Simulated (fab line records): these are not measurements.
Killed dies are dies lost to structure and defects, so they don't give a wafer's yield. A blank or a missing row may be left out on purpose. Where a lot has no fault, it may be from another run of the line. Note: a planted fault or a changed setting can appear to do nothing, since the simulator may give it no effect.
Which tool was responsible? | flow ritCmos | 7 lots, 21 wafers sampled, at 2 steps of a route of 202

## WHAT EACH GAUGE READ, for each wafer
RIT_M1_CD_MEAS_90: target cd 2600 nm.
lot  | measured    | on       | cdNm (nm)
L124 | day 3 17:58 | cdSem-01 | 2595 2598 2596
L126 | day 4 03:28 | cdSem-01 | 2596 2596 2601
L133 | day 5 15:21 | cdSem-02 | 2614 2601 2615
L135 | day 6 01:16 | cdSem-02 | 2598 2591 2596
L138 | day 6 17:40 | cdSem-01 | 2597 2592 2599
L142 | day 7 12:26 | cdSem-01 | 2592 2600 2600
L145 | day 8 01:45 | cdSem-02 | 2589 2597 2598

## WHAT TOOL EACH LOT RAN ON (gives the tool, then ch and the chambers of the sampled wafers, and finally the start)
lot  | RIT_M1_METAL_ETCH_12
L124 | rieMetal-03 ch 0,1, day 3 17:25
L126 | rieMetal-04 ch 0,1, day 4 02:56
L133 | rieMetal-03 ch 0,1, day 5 14:50
L135 | rieMetal-04 ch 0,1, day 6 00:45
L138 | rieMetal-04 ch 0,1, day 6 17:08
L142 | rieMetal-04 ch 0,1, day 7 11:56
L145 | rieMetal-04 ch 0,1, day 8 01:15
- RIT_M1_METAL_ETCH_12: etches Al in Cl2/BCl3, stops on SiO2, time 165 s, target depth 600 nm.

## THE ANSWER, worked out from the rows above alone
Rule: what is usual is taken from the lots themselves. The widest of any qualifying gaps counts: lots, ordered by their means at a reading, are off when they make up no more than a third of the lots, leave a main group of 4 or more, and stand apart from it by 3 or more times the standard deviation of that group's means. A main group whose means are all the same, to the digits that the tables above print for the reading, isn't used. A lot without any number at a reading at which 4 lots or more have one is off too. The other lots that the step has rows for count as sound.
Off: L133, at RIT_M1_CD_MEAS_90 (cdNm). The main group has a mean of 2596 nm with a standard deviation of 1.1.
A tool fits if, at a process step before that reading, it ran every lot that is off, and no sound lot after the first of them. Gauges at RIT_M1_CD_MEAS_90: tried the same way as those tools. One candidate fits, namely rieMetal-03 at RIT_M1_METAL_ETCH_12. Its last sound lot is L124 (day 3 17:25), its first lot that is off L133 (day 5 14:50): a fault that began between those two fits.

## WHAT THE SIMULATOR HAD PUT IN
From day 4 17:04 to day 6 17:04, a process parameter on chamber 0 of rieMetal-03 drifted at RIT_M1_METAL_ETCH_12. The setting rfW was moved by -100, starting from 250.
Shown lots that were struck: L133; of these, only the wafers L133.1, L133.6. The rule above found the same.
